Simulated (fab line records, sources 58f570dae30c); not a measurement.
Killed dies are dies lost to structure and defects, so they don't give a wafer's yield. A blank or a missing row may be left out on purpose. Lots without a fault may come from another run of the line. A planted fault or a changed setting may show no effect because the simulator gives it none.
Problem report in the 8D (eight disciplines) form, filled by code | flow berkeley_cmos170 | the parts of the form that need people (team, actions taken, sign-off) are left out

1. THE PROBLEM
M1_AL_RS at UCB170_M1_RS_MEAS_01 reads a mean of 0.0772 ohm/sq on 2 wafers of 2 lots; wafers without a fault read 0.0487 ohm/sq with a standard deviation of 0.00054. That is +53 standard deviations from the usual mean.
The step: measures by four-point-probe.
First seen on wafer L205.4, day 9 02:28, on film_metro-03. The record holds 42 wafers of 14 lots with a number at this step. Rule for "out", or "out of limits": more than 4 standard deviations from the usual mean. The other wafers with a number count as sound.

2. WHAT IT IS AND WHAT IT IS NOT
question                    | is                           | is not
which readings at this step | M1_AL_RS                     | -
which lots                  | L205, L207                   | L200, L204, L213, L214, L215, L217, L218, L219, L220, L221, L222, L223
which wafers of those lots  | L205.4, L207.3               | L205.2, L205.5, L207.4, L207.6
read on which gauges        | film_metro-02, film_metro-03 | film_metro-01
when                        | from day 9 02:28             | up to then (8 sound wafers); but 32 sound wafers of L207, L213, L214, L215, L217, L218, L219, L220, L221, L222, L223 came after

3. SUSPECTS, AND WHAT RULES EACH OUT
Counting: a tool at a process step up to the reading stays a suspect if it ran every lot that is out. Sound lots after the first of them don't rule it out here, since some wafers of a struck lot are sound.
- the gauge at UCB170_M1_RS_MEAS_01: ruled out. The wafers that are out were read on 2 gauges (film_metro-02, film_metro-03).
- rtp_anneal-02 at UCB170_SDANNEAL_RTA_00 (time 10 s): kept. It ran every lot that is out, first L205 (day 8 19:59); its last sound lot up to then is L200 (day 7 15:25).
- rtp_anneal-02 at UCB170_CONTACT_RTA_08 (time 10 s): kept. It ran every lot that is out, first L205 (day 9 00:46); its last sound lot up to then is L200 (day 7 19:58).
- pvd_sputter-04 at UCB170_M1_SPUTTER_00 (material Al, target thk 600 nm, time 80 s): kept. It ran every lot that is out, first L205 (day 9 02:23); its last sound lot up to then is L200 (day 7 22:17).
Left after counting: rtp_anneal-02 at UCB170_SDANNEAL_RTA_00, rtp_anneal-02 at UCB170_CONTACT_RTA_08, pvd_sputter-04 at UCB170_M1_SPUTTER_00.

4. THE CAUSE (what the simulator had put in)
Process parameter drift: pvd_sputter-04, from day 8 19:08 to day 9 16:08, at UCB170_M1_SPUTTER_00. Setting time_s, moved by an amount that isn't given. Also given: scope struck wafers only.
Counting left 3 suspects, and this tool is among them.

5. THE CHAIN OF EFFECTS, in route order
Each row: a reading whose mean over the struck wafers that have a number lies more than 3 standard deviations from the usual. Only readings for which the record gives a usual standard deviation are gone through. hours: the time from each lot's start at the first step in this table that gives one to its start at this step, as a median over the lots. sigmas: the change in usual standard deviations.
hours | step                    | reading        | usual         | on struck wafers | change  | sigmas
0     | UCB170_M1_RS_MEAS_01    | M1_AL_RS       | 0.0487 ohm/sq | 0.0772           | +0.0285 | +53
0     | UCB170_M1_THK_MEAS_02   | M1_AL_THK      | 589 nm        | 374              | -215    | -34
1     | UCB170_M1_METAL_ETCH_12 | oes_product_au | 0.854 a.u.    | 0.686            | -0.167  | -12
The process steps in it:
- UCB170_M1_METAL_ETCH_12: etches Al in Cl2/BCl3, stops on PSG, target depth 780 nm, time 130 s.
Later measuring or inspecting steps at which every struck wafer that the step has a row for has a number for every such reading, and none has moved that far: UCB170_V1_CD_MEAS_12.

6. WHAT WOULD HAVE CAUGHT IT SOONER
In this record the first reading out of limits at a measuring or inspecting step was taken at day 9 02:28, 7 hours after the fault began at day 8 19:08.
Of the tool readings at UCB170_M1_SPUTTER_00 for which the record gives a usual standard deviation, none was out on any struck wafer, so an alarm limit of 4 standard deviations on them would not have fired.
Of the lots that are out (2), L207 began UCB170_M1_SPUTTER_00 on pvd_sputter-04 after day 9 02:28. A hold on the tool at that time would have spared it.
